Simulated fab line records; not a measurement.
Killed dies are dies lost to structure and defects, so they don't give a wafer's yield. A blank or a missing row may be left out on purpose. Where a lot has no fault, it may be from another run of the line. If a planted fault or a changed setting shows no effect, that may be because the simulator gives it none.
fab line records / flow rit-cmos / part 2 of 2: steps 33 to 45 of 45
record: lots: 5 wafers: 15 last-day: 7
route steps=202 shown PRETRO@72 GATE@75 FOX2@80 REOX@98 NLDD@103 PLDD@114
lots that met no fault: taken from a fault-free run of the same line
start-h: hours from the record's first day to the start of the lot's first wafer shown / wait-h: time in hours since the lot's previous step / " as in the row above / L1.1+2: a single row standing in for several wafers / - no value, or no start given / * or withheld: withheld / < > ~ a bound
route shown NAME@n: NAME is a module with steps in the file, n the number in the route of the first one / usual: mean/standard deviation of fault-free wafers / same: alike in all rows / chamber/n: place in a boat / sites: readings site by site / _std_site: how widely they spread, as a standard deviation / _edge_site: inner sites' mean taken away from outer sites' mean / radius-mm: for every site, how far away it sits from the centre of the wafer / mask NAME#n: copy n / behind: the last tool/chamber to shape the wafer / hold: reason for holding the lot/hours on hold/outcome of the hold / device: transistor that didn't switch, given as n, p or np / end of line: the route-end tests of the same wafers / step lacking rows: just its recipe / killed: at the first sort, the dies lost to defects and structure; wafer yield is something else / map: shows each die of a wafer: x if killed, . if not, _ if none is there
set.NAME: the run value of the setting; set.NAME@STEP: its run value at that earlier step / model.NAME: the simulator's own value behind a step, which no gauge read
lots seen at some steps along the route; tables by step, rows by wafer
services: when a tool's chamber went out of use (start-h, in hours from the record's first day, below 0 if earlier), for how many hours, and the reason
== steps ==
step: RIT_NLDD_COAT_01
recipe: resist: NOVOLAK spin-rpm: 3250 resist-thk-nm: 1000
lot.wafer=L076.2+3+4 tool=litho-track-01 chamber=0 start-h=52.46 wait-h=0.1
lot.wafer=L079.1+3+4 tool=litho-track-01 chamber=0 start-h=66.21 wait-h=0.1
lot.wafer=L083.1+2+5 tool=litho-track-03 chamber=0 start-h=86.56 wait-h=0.1
lot.wafer=L095.2+4+6 tool=litho-track-04 chamber=0 start-h=145.68 wait-h=0.1
lot.wafer=L097.4+5+6 tool=litho-track-04 chamber=0 start-h=154.89 wait-h=0.1
step: RIT_NLDD_SOFTBAKE_02
recipe: resist: NOVOLAK temp-c: 90 time-s: 60
lot.wafer=L076.2+3+4 tool=litho-track-01 chamber=0 start-h=52.61 wait-h=0.1
lot.wafer=L079.1+3+4 tool=litho-track-01 chamber=0 start-h=66.36 wait-h=0.1
lot.wafer=L083.1+2+5 tool=litho-track-03 chamber=0 start-h=86.71 wait-h=0.1
lot.wafer=L095.2+4+6 tool=litho-track-04 chamber=0 start-h=145.83 wait-h=0.1
lot.wafer=L097.4+5+6 tool=litho-track-04 chamber=0 start-h=155.04 wait-h=0.1
step: RIT_NLDD_EXPOSE_03
recipe: mask-id: M7 na: 0.57 target-cd-nm: 40700 dose-mj: 250
usual: exposure-dose-mJ-cm2: 249.97/0.25
lot.wafer=L076.2 tool=iline-stepper-01 chamber=0 start-h=52.75 wait-h=0.1 mask=M7#0 exposure-dose-mJ-cm2=249.62
lot.wafer=L076.3 tool=iline-stepper-01 chamber=0 start-h=52.75 wait-h=0.1 mask=M7#0 exposure-dose-mJ-cm2=249.65
lot.wafer=L076.4 tool=iline-stepper-01 chamber=0 start-h=52.75 wait-h=0.1 mask=M7#0 exposure-dose-mJ-cm2=250.01
lot.wafer=L079.1 tool=iline-stepper-01 chamber=0 start-h=66.51 wait-h=0.1 mask=M7#0 exposure-dose-mJ-cm2=250.41
lot.wafer=L079.3 tool=iline-stepper-01 chamber=0 start-h=66.51 wait-h=0.1 mask=M7#0 exposure-dose-mJ-cm2=249.72
lot.wafer=L079.4 tool=iline-stepper-01 chamber=0 start-h=66.51 wait-h=0.1 mask=M7#0 exposure-dose-mJ-cm2=249.91
lot.wafer=L083.1 tool=iline-stepper-02 chamber=0 start-h=86.99 wait-h=0.2 mask=M7#0 exposure-dose-mJ-cm2=249.58
lot.wafer=L083.2 tool=iline-stepper-02 chamber=0 start-h=86.99 wait-h=0.2 mask=M7#0 exposure-dose-mJ-cm2=250.05
lot.wafer=L083.5 tool=iline-stepper-02 chamber=0 start-h=86.99 wait-h=0.2 mask=M7#0 exposure-dose-mJ-cm2=249.89
lot.wafer=L095.2 tool=iline-stepper-01 chamber=0 start-h=145.97 wait-h=0.1 mask=M7#0 exposure-dose-mJ-cm2=250.14
lot.wafer=L095.4 tool=iline-stepper-01 chamber=0 start-h=145.97 wait-h=0.1 mask=M7#0 exposure-dose-mJ-cm2=250.14
lot.wafer=L095.6 tool=iline-stepper-01 chamber=0 start-h=145.97 wait-h=0.1 mask=M7#0 exposure-dose-mJ-cm2=250.17
lot.wafer=L097.4 tool=iline-stepper-01 chamber=0 start-h=155.17 wait-h=0.1 mask=M7#0 exposure-dose-mJ-cm2=249.74
lot.wafer=L097.5 tool=iline-stepper-01 chamber=0 start-h=155.17 wait-h=0.1 mask=M7#0 exposure-dose-mJ-cm2=249.84
lot.wafer=L097.6 tool=iline-stepper-01 chamber=0 start-h=155.17 wait-h=0.1 mask=M7#0 exposure-dose-mJ-cm2=249.98
step: RIT_NLDD_PEB_04
recipe: resist: NOVOLAK temp-c: withheld time-s: withheld
lot.wafer=L076.2+3+4 tool=litho-track-04 chamber=0 start-h=52.87 wait-h=0.1
lot.wafer=L079.1+3+4 tool=litho-track-01 chamber=0 start-h=66.63 wait-h=0.1
lot.wafer=L083.1+2+5 tool=litho-track-03 chamber=0 start-h=87.10 wait-h=0.1
lot.wafer=L095.2+4+6 tool=litho-track-04 chamber=0 start-h=146.10 wait-h=0.1
lot.wafer=L097.4+5+6 tool=litho-track-04 chamber=0 start-h=155.30 wait-h=0.1
step: RIT_NLDD_DEVELOP_05
recipe: resist: NOVOLAK develop-time-s: 50 dev-temp-c: 23
lot.wafer=L076.2+3+4 tool=litho-track-04 chamber=0 start-h=- wait-h=-
lot.wafer=L079.1+3+4 tool=litho-track-01 chamber=0 start-h=- wait-h=-
lot.wafer=L083.1+2+5 tool=litho-track-03 chamber=0 start-h=- wait-h=-
lot.wafer=L095.2+4+6 tool=litho-track-04 chamber=0 start-h=- wait-h=-
lot.wafer=L097.4+5+6 tool=litho-track-04 chamber=0 start-h=- wait-h=-
step: RIT_NLDD_OVL_MEAS_06
usual: NLDD_OVL: -0.4/1.5
lot.wafer=L076.2 tool=overlay-01 chamber=- start-h=53.14 wait-h=- NLDD_OVL[nm]=0.0
lot.wafer=L076.3 tool=overlay-01 chamber=- start-h=53.14 wait-h=- NLDD_OVL[nm]=-1.8
lot.wafer=L076.4 tool=overlay-01 chamber=- start-h=53.14 wait-h=- NLDD_OVL[nm]=0.3
lot.wafer=L079.1 tool=overlay-01 chamber=- start-h=66.91 wait-h=- NLDD_OVL[nm]=-1.2
lot.wafer=L079.3 tool=overlay-01 chamber=- start-h=66.91 wait-h=- NLDD_OVL[nm]=-2.1
lot.wafer=L079.4 tool=overlay-01 chamber=- start-h=66.91 wait-h=- NLDD_OVL[nm]=-1.6
lot.wafer=L083.1 tool=overlay-01 chamber=- start-h=87.39 wait-h=- NLDD_OVL[nm]=-2.4
lot.wafer=L083.2 tool=overlay-01 chamber=- start-h=87.39 wait-h=- NLDD_OVL[nm]=-0.6
lot.wafer=L083.5 tool=overlay-01 chamber=- start-h=87.39 wait-h=- NLDD_OVL[nm]=-1.0
lot.wafer=L095.2 tool=overlay-01 chamber=- start-h=146.36 wait-h=- NLDD_OVL[nm]=-2.7
lot.wafer=L095.4 tool=overlay-01 chamber=- start-h=146.36 wait-h=- NLDD_OVL[nm]=-3.3
lot.wafer=L095.6 tool=overlay-01 chamber=- start-h=146.36 wait-h=- NLDD_OVL[nm]=-1.9
lot.wafer=L097.4 tool=overlay-01 chamber=- start-h=155.53 wait-h=- NLDD_OVL[nm]=-2.9
lot.wafer=L097.5 tool=overlay-01 chamber=- start-h=155.53 wait-h=- NLDD_OVL[nm]=-1.7
lot.wafer=L097.6 tool=overlay-01 chamber=- start-h=155.53 wait-h=- NLDD_OVL[nm]=-1.5
step: RIT_NLDD_HARDBAKE_07
recipe: resist: NOVOLAK temp-c: 138.7 time-s: 60
lot.wafer=L076.2+3+4 tool=litho-track-01 chamber=0 start-h=53.19 wait-h=0.0
lot.wafer=L079.1+3+4 tool=litho-track-01 chamber=0 start-h=66.95 wait-h=0.0
lot.wafer=L083.1+2+5 tool=litho-track-04 chamber=0 start-h=87.42 wait-h=0.0
lot.wafer=L095.2+4+6 tool=litho-track-04 chamber=0 start-h=146.41 wait-h=0.0
lot.wafer=L097.4+5+6 tool=litho-track-04 chamber=0 start-h=155.62 wait-h=0.1
step: RIT_NLDD_IMPLANT_08
recipe: species: P energy-kev: 20 dose-cm2: 5e+14 tilt-deg: 7
usual: beam-energy-keV: 19.999/0.0054 beam-on-s: 10.01/0.2 faraday-current-uA: 1571/31
lot.wafer=L076.2 tool=implanter-01 chamber=0 start-h=53.34 wait-h=0.1 beam-energy-keV=19.999 beam-on-s=10.00 faraday-current-uA=1579
lot.wafer=L076.3 tool=implanter-01 chamber=0 start-h=53.34 wait-h=0.1 beam-energy-keV=19.991 beam-on-s=9.96 faraday-current-uA=1579
lot.wafer=L076.4 tool=implanter-01 chamber=0 start-h=53.34 wait-h=0.1 beam-energy-keV=19.993 beam-on-s=10.25 faraday-current-uA=1536
lot.wafer=L079.1 tool=implanter-04 chamber=0 start-h=67.10 wait-h=0.1 beam-energy-keV=20.007 beam-on-s=9.80 faraday-current-uA=1604
lot.wafer=L079.3 tool=implanter-04 chamber=0 start-h=67.10 wait-h=0.1 beam-energy-keV=20.002 beam-on-s=9.81 faraday-current-uA=1609
lot.wafer=L079.4 tool=implanter-04 chamber=0 start-h=67.10 wait-h=0.1 beam-energy-keV=20.001 beam-on-s=9.63 faraday-current-uA=1626
lot.wafer=L083.1 tool=implanter-01 chamber=0 start-h=87.57 wait-h=0.1 beam-energy-keV=20.003 beam-on-s=9.83 faraday-current-uA=1603
lot.wafer=L083.2 tool=implanter-01 chamber=0 start-h=87.57 wait-h=0.1 beam-energy-keV=20.007 beam-on-s=9.90 faraday-current-uA=1591
lot.wafer=L083.5 tool=implanter-01 chamber=0 start-h=87.57 wait-h=0.1 beam-energy-keV=19.998 beam-on-s=10.11 faraday-current-uA=1552
lot.wafer=L095.2 tool=implanter-03 chamber=0 start-h=146.56 wait-h=0.1 beam-energy-keV=19.988 beam-on-s=10.14 faraday-current-uA=1552
lot.wafer=L095.4 tool=implanter-03 chamber=0 start-h=146.56 wait-h=0.1 beam-energy-keV=19.997 beam-on-s=10.20 faraday-current-uA=1539
lot.wafer=L095.6 tool=implanter-03 chamber=0 start-h=146.56 wait-h=0.1 beam-energy-keV=19.994 beam-on-s=10.21 faraday-current-uA=1552
lot.wafer=L097.4 tool=implanter-01 chamber=0 start-h=155.77 wait-h=0.1 beam-energy-keV=19.997 beam-on-s=9.91 faraday-current-uA=1583
lot.wafer=L097.5 tool=implanter-01 chamber=0 start-h=155.77 wait-h=0.1 beam-energy-keV=19.999 beam-on-s=10.41 faraday-current-uA=1506
lot.wafer=L097.6 tool=implanter-01 chamber=0 start-h=155.77 wait-h=0.1 beam-energy-keV=20.006 beam-on-s=10.05 faraday-current-uA=1561
step: RIT_NLDD_STRIP_09
recipe: chemistry: O2 time-s: 180 resist: NOVOLAK platen-temp-c: withheld power-w: 500 pressure-mtorr: 4000 o2-flow-sccm: 4000
usual: chamber-pressure-mTorr: 4001/3.4 drypump-motor-current-A: 5.7/0.42
lot.wafer=L076.2 tool=plasma-asher-02 chamber=0 start-h=53.47 wait-h=0.1 chamber-pressure-mTorr=3993 drypump-motor-current-A=5.5 rf-hours-counter-h=41
lot.wafer=L076.3 tool=plasma-asher-02 chamber=0 start-h=53.47 wait-h=0.1 chamber-pressure-mTorr=3999 drypump-motor-current-A=5.5 rf-hours-counter-h=-
lot.wafer=L076.4 tool=plasma-asher-02 chamber=1 start-h=53.47 wait-h=0.1 chamber-pressure-mTorr=4001 drypump-motor-current-A=5.8 rf-hours-counter-h=-
lot.wafer=L079.1 tool=plasma-asher-04 chamber=0 start-h=67.25 wait-h=0.1 chamber-pressure-mTorr=3999 drypump-motor-current-A=5.5 rf-hours-counter-h=24
lot.wafer=L079.3 tool=plasma-asher-04 chamber=0 start-h=67.25 wait-h=0.1 chamber-pressure-mTorr=4004 drypump-motor-current-A=5.5 rf-hours-counter-h=-
lot.wafer=L079.4 tool=plasma-asher-04 chamber=1 start-h=67.25 wait-h=0.1 chamber-pressure-mTorr=3998 drypump-motor-current-A=6.2 rf-hours-counter-h=-
lot.wafer=L083.1 tool=plasma-asher-02 chamber=0 start-h=87.72 wait-h=0.1 chamber-pressure-mTorr=4001 drypump-motor-current-A=5.5 rf-hours-counter-h=45
lot.wafer=L083.2 tool=plasma-asher-02 chamber=1 start-h=87.72 wait-h=0.1 chamber-pressure-mTorr=4004 drypump-motor-current-A=5.8 rf-hours-counter-h=45
lot.wafer=L083.5 tool=plasma-asher-02 chamber=1 start-h=87.72 wait-h=0.1 chamber-pressure-mTorr=4006 drypump-motor-current-A=5.8 rf-hours-counter-h=-
lot.wafer=L095.2 tool=plasma-asher-04 chamber=0 start-h=146.69 wait-h=0.1 chamber-pressure-mTorr=4003 drypump-motor-current-A=5.5 rf-hours-counter-h=33
lot.wafer=L095.4 tool=plasma-asher-04 chamber=1 start-h=146.69 wait-h=0.1 chamber-pressure-mTorr=4000 drypump-motor-current-A=6.1 rf-hours-counter-h=-
lot.wafer=L095.6 tool=plasma-asher-04 chamber=1 start-h=146.69 wait-h=0.1 chamber-pressure-mTorr=3998 drypump-motor-current-A=6.1 rf-hours-counter-h=-
lot.wafer=L097.4 tool=plasma-asher-02 chamber=0 start-h=155.91 wait-h=0.1 chamber-pressure-mTorr=3994 drypump-motor-current-A=5.5 rf-hours-counter-h=-
lot.wafer=L097.5 tool=plasma-asher-02 chamber=0 start-h=155.91 wait-h=0.1 chamber-pressure-mTorr=4000 drypump-motor-current-A=5.5 rf-hours-counter-h=-
lot.wafer=L097.6 tool=plasma-asher-02 chamber=1 start-h=155.91 wait-h=0.1 chamber-pressure-mTorr=4000 drypump-motor-current-A=5.9 rf-hours-counter-h=-
step: RIT_NLDD_TW_MEAS_10
usual: NLDD_TW: 2501/13
lot.wafer=L076.2 tool=film-metro-03 chamber=- start-h=53.65 wait-h=0.1 NLDD_TW=2525
lot.wafer=L076.3 tool=film-metro-03 chamber=- start-h=53.65 wait-h=0.1 NLDD_TW=2507
lot.wafer=L076.4 tool=film-metro-03 chamber=- start-h=53.65 wait-h=0.1 NLDD_TW=2505
lot.wafer=L079.1 tool=film-metro-03 chamber=- start-h=67.43 wait-h=0.1 NLDD_TW=2515
lot.wafer=L079.3 tool=film-metro-03 chamber=- start-h=67.43 wait-h=0.1 NLDD_TW=2519
lot.wafer=L079.4 tool=film-metro-03 chamber=- start-h=67.43 wait-h=0.1 NLDD_TW=2516
lot.wafer=L083.1 tool=film-metro-01 chamber=- start-h=87.90 wait-h=0.1 NLDD_TW=2497
lot.wafer=L083.2 tool=film-metro-01 chamber=- start-h=87.90 wait-h=0.1 NLDD_TW=2487
lot.wafer=L083.5 tool=film-metro-01 chamber=- start-h=87.90 wait-h=0.1 NLDD_TW=2500
lot.wafer=L095.2 tool=film-metro-02 chamber=- start-h=146.87 wait-h=0.1 NLDD_TW=2508
lot.wafer=L095.4 tool=film-metro-02 chamber=- start-h=146.87 wait-h=0.1 NLDD_TW=2519
lot.wafer=L095.6 tool=film-metro-02 chamber=- start-h=146.87 wait-h=0.1 NLDD_TW=2518
lot.wafer=L097.4 tool=film-metro-01 chamber=- start-h=156.05 wait-h=0.1 NLDD_TW=2493
lot.wafer=L097.5 tool=film-metro-01 chamber=- start-h=156.05 wait-h=0.1 NLDD_TW=2492
lot.wafer=L097.6 tool=film-metro-01 chamber=- start-h=156.05 wait-h=0.1 NLDD_TW=2494
step: RIT_PLDD_HMDS_00
recipe: prime-time-s: 60 prime-temp-c: 140
lot.wafer=L076.2+3+4 tool=litho-track-02 chamber=0 start-h=53.73 wait-h=0.1
lot.wafer=L079.1+3+4 tool=litho-track-02 chamber=0 start-h=67.49 wait-h=0.1
lot.wafer=L083.1+2+5 tool=litho-track-01 chamber=0 start-h=87.96 wait-h=0.1
lot.wafer=L095.2+4+6 tool=litho-track-02 chamber=0 start-h=146.95 wait-h=0.1
lot.wafer=L097.4+5+6 tool=litho-track-02 chamber=0 start-h=156.16 wait-h=0.1
step: RIT_PLDD_COAT_01
recipe: resist: NOVOLAK spin-rpm: 3250 resist-thk-nm: 1000
lot.wafer=L076.2+3+4 tool=litho-track-02 chamber=0 start-h=53.88 wait-h=0.1
lot.wafer=L079.1+3+4 tool=litho-track-02 chamber=0 start-h=67.64 wait-h=0.1
lot.wafer=L083.1+2+5 tool=litho-track-01 chamber=0 start-h=88.11 wait-h=0.1
lot.wafer=L095.2+4+6 tool=litho-track-02 chamber=0 start-h=147.10 wait-h=0.1
lot.wafer=L097.4+5+6 tool=litho-track-02 chamber=0 start-h=156.31 wait-h=0.1
step: RIT_PLDD_SOFTBAKE_02
recipe: resist: NOVOLAK temp-c: 90 time-s: 60
lot.wafer=L076.2+3+4 tool=litho-track-02 chamber=0 start-h=54.03 wait-h=0.1
lot.wafer=L079.1+3+4 tool=litho-track-02 chamber=0 start-h=67.79 wait-h=0.1
lot.wafer=L083.1+2+5 tool=litho-track-01 chamber=0 start-h=88.26 wait-h=0.1
lot.wafer=L095.2+4+6 tool=litho-track-02 chamber=0 start-h=147.25 wait-h=0.1
lot.wafer=L097.4+5+6 tool=litho-track-02 chamber=0 start-h=156.46 wait-h=0.1
== services ==
tool=furnace-01 chamber=- start-h=20.91 hours=3.9 kind=pm
tool=wet-bench-03 chamber=- start-h=30.80 hours=1.8 kind=repair
tool=plasma-asher-03 chamber=- start-h=36.07 hours=1.1 kind=repair
tool=implanter-04 chamber=- start-h=38.10 hours=0.6 kind=repair
tool=wet-bench-04 chamber=- start-h=48.87 hours=31.6 kind=repair
tool=iline-stepper-02 chamber=- start-h=48.99 hours=1.7 kind=pm
tool=implanter-04 chamber=- start-h=52.00 hours=1.6 kind=repair
tool=implanter-01 chamber=- start-h=54.81 hours=0.8 kind=repair
tool=implanter-01 chamber=- start-h=66.74 hours=4.7 kind=repair
tool=rie-si-02 chamber=1 start-h=87.32 hours=1.4 kind=repair
tool=implanter-04 chamber=- start-h=92.50 hours=1.3 kind=repair
tool=rie-si-02 chamber=1 start-h=92.86 hours=9.1 kind=repair
tool=furnace-03 chamber=- start-h=98.52 hours=3.2 kind=pm
tool=furnace-03 chamber=- start-h=101.69 hours=3.0 kind=pm
tool=rie-si-01 chamber=2 start-h=101.96 hours=10.0 kind=repair
tool=iline-stepper-01 chamber=- start-h=105.04 hours=1.3 kind=repair
tool=plasma-asher-01 chamber=- start-h=108.75 hours=9.0 kind=pm
tool=rie-si-02 chamber=2 start-h=119.61 hours=5.7 kind=repair
tool=implanter-03 chamber=- start-h=120.91 hours=3.6 kind=pm
tool=rie-si-01 chamber=- start-h=128.27 hours=0.7 kind=repair
tool=rie-si-01 chamber=3 start-h=133.61 hours=10.2 kind=repair
tool=rie-si-01 chamber=2 start-h=137.09 hours=14.1 kind=repair
tool=wet-bench-03 chamber=- start-h=142.90 hours=4.4 kind=pm
tool=furnace-03 chamber=- start-h=153.13 hours=14.3 kind=pm
